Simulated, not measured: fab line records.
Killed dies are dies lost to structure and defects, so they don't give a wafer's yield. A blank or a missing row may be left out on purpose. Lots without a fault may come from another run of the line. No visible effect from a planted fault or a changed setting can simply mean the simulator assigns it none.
Tool commonality check | flow berkeley cmos170 | 39 wafers sampled across 13 lots

REASON FOR OPENING
At UCB170_PSD_TW_MEAS_10 the reading PSD_TW is flagged on 1 of 13 lots. Wafers without a fault read 2328, standard deviation 27.
Rule: a lot is flagged when every wafer of it that has a number lies more than 4 standard deviations from that mean, or none has a number. The other lots count as sound.

lot  | measured     | on            | PSD_TW, wafer by wafer | flag
L248 | day 7 08:58  | film metro-04 | 2350 2363 2359         |
L249 | day 7 09:22  | film metro-01 | 2333 2316 2332         |
L251 | day 8 11:50  | film metro-04 | 2344 2345 2338         |
L255 | day 8 17:19  | film metro-01 | 2322 2319 2342         |
L257 | day 9 08:18  | film metro-02 | 2280 2300 2301         |
L256 | day 9 08:46  | film metro-01 | 2316 2317 2334         |
L259 | day 9 20:56  | film metro-04 | 2341 2355 2351         |
L260 | day 9 21:26  | film metro-04 | 30 30 30               | FLAGGED
L261 | day 10 19:29 | film metro-02 | 2304 2294 2305         |
L268 | day 12 07:26 | film metro-04 | 2355 2356 2354         |
L270 | day 12 21:58 | film metro-04 | 2363 2345 2356         |
L271 | day 12 22:11 | film metro-02 | 2289 2294 2280         |
L269 | day 12 22:26 | film metro-04 | 2351 2349 2357         |
The mean of the flagged lots' numbers is 30, -2298 from the usual (-85 standard deviations).

WHICH TOOL EACH LOT WENT THROUGH
The record holds 1 process step before the reading, out of a route of 331 steps. Read each cell as the tool, then ch plus the chambers that the sampled wafers visited, then the start.
lot  | flag    | UCB170_PSD_EXPOSE_03
L248 |         | krf scanner-02 ch 0, day 7 07:49
L249 |         | krf scanner-02 ch 0, day 7 08:20
L251 |         | krf scanner-02 ch 0, day 8 11:00
L255 |         | krf scanner-01 ch 0, day 8 16:32
L257 |         | krf scanner-02 ch 0, day 9 07:01
L256 |         | krf scanner-02 ch 0, day 9 07:32
L259 |         | krf scanner-02 ch 0, day 9 19:58
L260 | FLAGGED | krf scanner-02 ch 0, day 9 20:10
L261 |         | krf scanner-02 ch 0, day 10 17:51
L268 |         | krf scanner-01 ch 0, day 12 06:28
L270 |         | krf scanner-01 ch 0, day 12 20:55
L271 |         | krf scanner-02 ch 0, day 12 21:08
L269 |         | krf scanner-01 ch 0, day 12 21:23
These steps, and what they do:
- UCB170_PSD_EXPOSE_03: exposes mask PSELECT MOD, target cd 1200 nm.
- UCB170_PSD_TW_MEAS_10

FLAGGED AGAINST TOTAL, ONE TOOL AT A TIME (gauges that did the reading follow at the end)
step                  | tool           | lots run | flagged | share of the flagged lots | sound lots run after its first flagged lot
UCB170_PSD_EXPOSE_03  | krf scanner-01 | 4        | 0       | none                      | -
UCB170_PSD_EXPOSE_03  | krf scanner-02 | 9        | 1       | all                       | 2 (L261,L271)
UCB170_PSD_TW_MEAS_10 | film metro-01  | 3        | 0       | none                      | -
UCB170_PSD_TW_MEAS_10 | film metro-02  | 3        | 0       | none                      | -
UCB170_PSD_TW_MEAS_10 | film metro-04  | 7        | 1       | all                       | 3 (L268,L270,L269)

WHAT THE TABLE ALLOWS
2 rows of the table ran every flagged lot: krf scanner-02 at UCB170_PSD_EXPOSE_03, film metro-04 at UCB170_PSD_TW_MEAS_10.
- krf scanner-02 at UCB170_PSD_EXPOSE_03 ran 9 lots, 1 of them flagged. Lots that were sound ran on it after the first flagged one (L261, L271); a persistent fault on the entire tool would not allow that.
- film metro-04 at UCB170_PSD_TW_MEAS_10 ran 7 lots, 1 of them flagged. Lots that were sound ran on it after the first flagged one (L268, L270, L269); a persistent fault on the entire tool would not allow that.
None of the table's rows ran every flagged lot and, after the first, no sound lot.

WHAT THE SIMULATOR HAD PUT IN
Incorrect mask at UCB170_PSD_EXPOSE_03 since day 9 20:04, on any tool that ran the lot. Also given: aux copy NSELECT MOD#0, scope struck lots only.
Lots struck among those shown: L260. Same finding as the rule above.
